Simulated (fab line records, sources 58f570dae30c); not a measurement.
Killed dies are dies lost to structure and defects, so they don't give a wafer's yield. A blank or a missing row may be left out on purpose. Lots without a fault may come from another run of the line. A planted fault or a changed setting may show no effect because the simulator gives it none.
A struck lot beside a sound one | flow berkeley_cmos170 | 24 steps out of a route of 331
Sound: wafers L442.1, L442.4, L442.6. Struck: wafers L456.1, L456.3, L456.4. The cause comes at the end.
At each step with rows: each side's tool, then ch and its chambers, then its first start. Under that, the readings that differ: sound wafers | struck wafers | difference of the means | sigmas: that difference in standard deviations of wafers without a fault.
alike: readings whose means differ by less than 2 such deviations, and words and numbers that are the same on both sides. not compared: withheld readings, readings that some wafer has no value for, bounds like >300 that may hide the same value, and numbers for which the record gives no deviation and whose values overlap.
The two part at a step that has a row with sigmas, a row that says differs or no value, or rows on one side only. Numbers that don't overlap but have no deviation are shown without sigmas and don't part them. A reading that every wafer of one side lacks parts them only if that side has two wafers or more.

first, 6 steps without rows for these wafers: UCB170_ZERO_HMDS_00 (prime time 60 s); UCB170_ZERO_COAT_01 (resist thk 900 nm); UCB170_ZERO_SOFTBAKE_02 (time 60 s); UCB170_ZERO_EXPOSE_03 (exposes mask PM MARKS, target cd 4000 nm); UCB170_ZERO_PEB_04; UCB170_ZERO_DEVELOP_05 (develop time 45 s).
UCB170_ZERO_ETCH_06: etches SiO2 in CHF3/CF4/Ar, time 12 s.
  sound on rie_diel-02 ch 1,2,3, day 3 06:22; struck on rie_diel-01 ch 0,1,2, day 6 02:17
  alike: drypump_motor_current_A, oes_product_au, throttle_valve_pct
  not compared: rf_hours_counter_h
UCB170_ZERO_STRIP_07: strips in O2.
  sound on plasma_asher-02 ch 1, day 3 06:23; struck on plasma_asher-03 ch 0,1, day 6 02:18
  alike: drypump_motor_current_A, oes_product_au, strip_time_to_endpoint_s
  not compared: rf_hours_counter_h
then, 2 steps without rows for these wafers: UCB170_NWELL_WET_ETCH_00 (etches SiO2 in dHF, time 200 s); UCB170_NWELL_OXIDATION_01 (target thk 26.4 nm, ox time 1260 s).
UCB170_NWELL_THK_MEAS_02:
  sound on film_metro-03, day 3 10:55; struck on film_metro-03, day 6 10:14
  alike: NWELL_OXIDE_THK
then, 1 step without rows for these wafers: UCB170_NWELL_ANNEAL_03 (time 900 s).
UCB170_NWELL_CVD_04: deposits Si3N4 from SiH2Cl2/NH3, target thk 224 nm, time 3360 s.
  sound on lpcvd-01 ch 0, day 3 16:56; struck on lpcvd-01 ch 0, day 6 15:04
  reading                                 | sound             | struck            | difference | sigmas
  pressure_mtorr (mTorr)                  | 199.7 199.3 199.8 | 100.2 99.7 100.0  | -99.6      | -99 or more
  model.Si3N4_of_NWELL_CVD_04.thk_nm (nm) | 224.3 223.4 225.6 | 183.9 181.4 180.7 | -42.4      |
UCB170_NWELL_THK_MEAS_05:
  sound on film_metro-01, day 3 18:52; struck on film_metro-03, day 6 17:00
  reading                | sound             | struck            | difference | sigmas
  NWELL_NITRIDE_THK (nm) | 224.5 223.3 225.5 | 184.1 181.4 180.9 | -42.3      | -19
then, 6 steps without rows for these wafers: UCB170_NWELL_HMDS_06 (prime time 60 s); UCB170_NWELL_COAT_07 (resist thk 900 nm); UCB170_NWELL_SOFTBAKE_08 (time 60 s); UCB170_NWELL_EXPOSE_09 (exposes mask NWELL, target cd 3000 nm); UCB170_NWELL_PEB_10; UCB170_NWELL_DEVELOP_11 (develop time 45 s).
UCB170_NWELL_OVL_MEAS_12:
  sound on overlay-02, day 3 20:26; struck on overlay-02, day 6 18:18
  alike: NWELL_OVL
UCB170_NWELL_ETCH_13: etches Si3N4 in CH3F/Ar/O2, stops on SiO2, target depth 246.4 nm, time 154 s.
  sound on rie_diel-03 ch 0,1,3, day 3 20:29; struck on rie_diel-03 ch 1,3, day 6 18:20
  reading                  | sound             | struck            | difference | sigmas
  oes_product_au (a.u.)    | 0.940 0.936 0.973 | 0.867 0.841 0.842 | -0.100     | -6
  model.etch.depth_nm (nm) | 224.3 223.4 225.6 | 183.9 181.4 180.7 | -42.4      |
  alike: drypump_motor_current_A, throttle_valve_pct
  not compared: rf_hours_counter_h
then, 1 step without rows for these wafers: UCB170_NWELL_IMPLANT_14.
-- the record jumps here: 5 days lie between the struck wafers' starts before and after (it left off in module NWELL and takes up again in module M3, whose first step shown is number 331 of the route) --
UCB170_M3_PROBE_99:
  the record has rows for the struck wafers here (prober-02, day 12 06:14) and none for the sound ones

WHERE THEY PART
First at UCB170_NWELL_CVD_04; last, within this record, at UCB170_M3_PROBE_99.

WHY: what the simulator had put in
Process parameter drift: lpcvd-01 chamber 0, from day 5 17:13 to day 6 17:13, at UCB170_NWELL_CVD_04. Setting pressure_mtorr, moved by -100, from 200. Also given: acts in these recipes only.
